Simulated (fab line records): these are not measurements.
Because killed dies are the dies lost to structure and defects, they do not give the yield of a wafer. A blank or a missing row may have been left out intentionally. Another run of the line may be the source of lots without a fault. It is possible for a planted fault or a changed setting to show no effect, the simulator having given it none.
Which tool is to blame?	flow berkeley_cmos170	14 lots, 42 wafers sampled, at 4 steps of a route of 331

== WHAT THE GAUGES SHOWED, per wafer ==
UCB170_START_BOW_MEAS_00.
lot	measured	on	INCOMING_BOW (um)
L277	day 1 10:01	film_metro-03	-2 9 0
L278	day 1 15:01	film_metro-03	11 -7 -5
L279	day 1 20:02	film_metro-03	-7 -2 0
L281	day 2 06:01	film_metro-04	-4 -7 -2
L282	day 2 11:01	film_metro-02	12 -1 -4
L283	day 2 16:01	film_metro-03	0 -2 2
L287	day 3 12:01	film_metro-04	4 2 0
L288	day 3 17:00	film_metro-02	2 3 12
L293	day 4 18:01	film_metro-02	1 -9 -7
L294	day 4 23:00	film_metro-03	7 0 7
L295	day 5 04:00	film_metro-03	2 -3 -3
L296	day 5 09:00	film_metro-03	7 -5 5
L299	day 6 00:01	film_metro-02	-3 -12 8
L300	day 6 05:00	film_metro-02	7 -7 3

UCB170_SDANNEAL_RS_MEAS_05: the measuring method here is four-point-probe.
lot	measured	on	NLDD_RS (ohm/sq)
L277	day 6 19:51	film_metro-04	615.9 615.6 617.1
L278	day 6 19:08	film_metro-03	615.7 618.5 616.9
L279	day 6 20:02	film_metro-03	617.4 617.8 616.3
L281	day 7 07:52	film_metro-03	615.7 618.3 617.6
L282	day 7 17:25	film_metro-03	618.5 617.3 616.2
L283	day 8 01:59	film_metro-02	618.7 618.2 616.2
L287	day 8 15:42	film_metro-03	620.6 619.0 618.8
L288	day 8 16:07	film_metro-02	615.9 617.4 617.9
L293	day 9 19:19	film_metro-04	615.6 617.3 615.3
L294	day 9 19:41	film_metro-02	615.3 618.0 616.7
L295	day 10 06:16	film_metro-02	615.7 615.2 613.7
L296	day 10 05:55	film_metro-04	617.4 616.8 614.9
L299	day 11 05:14	film_metro-03	615.9 615.9 614.8
L300	day 11 05:25	film_metro-04	620.3 618.2 619.5

UCB170_SILICIDE_RS_MEAS_02: the measuring method here is four-point-probe.
lot	measured	on	SILICIDE_TI_RS (ohm/sq)
L277	day 6 20:04	film_metro-01	26.2 26.3 26.0
L278	day 6 19:21	film_metro-01	25.9 26.0 26.1
L279	day 6 20:16	film_metro-03	26.0 25.4 25.6
L281	day 7 08:05	film_metro-03	26.5 26.2 26.3
L282	day 7 17:38	film_metro-01	25.9 26.2 26.0
L283	day 8 02:13	film_metro-01	26.9 26.3 26.4
L287	day 8 15:55	film_metro-01	26.3 26.8 26.5
L288	day 8 16:20	film_metro-01	27.4 26.9 26.7
L293	day 9 19:37	film_metro-03	26.2 26.6 26.7
L294	day 9 19:55	film_metro-03	26.2 26.4 26.8
L295	day 10 06:29	film_metro-01	25.6 26.0 25.9
L296	day 10 06:08	film_metro-03	26.4 25.9 25.9
L299	day 11 05:28	film_metro-01	26.8 26.1 26.2
L300	day 11 05:38	film_metro-02	26.0 26.4 26.9

== WHICH TOOL RAN EACH LOT (tool, then ch and the chambers of the sampled wafers, then the start) ==
lot	UCB170_PVT_IMPLANT_07
L277	implanter-04 ch 0, day 5 15:38
L278	implanter-03 ch 0, day 5 15:22
L279	implanter-04 ch 0, day 5 15:56
L281	implanter-04 ch 0, day 6 06:44
L282	implanter-04 ch 0, day 6 12:19
L283	implanter-04 ch 0, day 7 00:01
L287	implanter-02 ch 0, day 7 15:56
L288	implanter-03 ch 0, day 7 15:40
L293	implanter-02 ch 0, day 8 09:32
L294	implanter-04 ch 0, day 8 12:17
L295	implanter-04 ch 0, day 9 04:06
L296	implanter-02 ch 0, day 9 04:12
L299	implanter-03 ch 0, day 9 23:25
L300	implanter-02 ch 0, day 9 23:07
- UCB170_PVT_IMPLANT_07

== AS READ BY THE TOOLS THEMSELVES (means over the sampled wafers that have a number; for cases with no such wafer, the mark the record gives instead) ==
UCB170_PVT_IMPLANT_07.
lot	tool	tilt_deg (degrees)
L277	implanter-04	6.981
L278	implanter-03	7.012
L279	implanter-04	7.009
L281	implanter-04	7.011
L282	implanter-04	6.992
L283	implanter-04	7.001
L287	implanter-02	7.008
L288	implanter-03	7.000
L293	implanter-02	6.972
L294	implanter-04	6.454
L295	implanter-04	6.418
L296	implanter-02	7.014
L299	implanter-03	7.022
L300	implanter-02	6.999

== THE ANSWER, worked out from the rows above alone ==
Rule: the lots themselves supply what counts as usual. The widest of any qualifying gaps counts: lots, ordered by their means at a reading, are off when they make up no more than a third of the lots, leave a main group of 4 or more, and stand apart from it by 3 or more times the standard deviation of that group's means. Not used: any main group whose means are identical at the precision the tables above print for the reading. A lot without any number at a reading at which 4 lots or more have one is off too. The other lots that the step has rows for count as sound. Order of review: gauges by route order, followed by the tools' own readings, for which a lot's mean as printed above is used. At the first step where some lot is off, the reading lying furthest off is the one used; lots without a number count as furthest.
Off: L294, L295, at UCB170_PVT_IMPLANT_07 (tilt_deg). The main group: mean 7.002 degrees, standard deviation 0.014.
If a tool, at that step or one of the process steps before it, ran each lot that is off and ran no sound lot following the first of them, it fits. One candidate fits, namely implanter-04 at UCB170_PVT_IMPLANT_07. A fault onset in the window from L283 (day 7 00:01, its last sound lot) to L294 (day 8 12:17, its first lot off) fits.
The tool's own readings at UCB170_PVT_IMPLANT_07 bear it out: on the lots that are off they differ by more than 5 times the standard deviation of the sound lots' means. tilt_deg reads 6.436 degrees there against 7.002 degrees on the sound lots.

== WHAT HAD BEEN PUT IN BY THE SIMULATOR ==
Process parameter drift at UCB170_PVT_IMPLANT_07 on implanter-04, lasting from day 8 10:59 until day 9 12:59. Setting tilt_deg, moved by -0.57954, from 7. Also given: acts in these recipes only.
Shown lots that were struck: L294, L295. The rule above found the same.
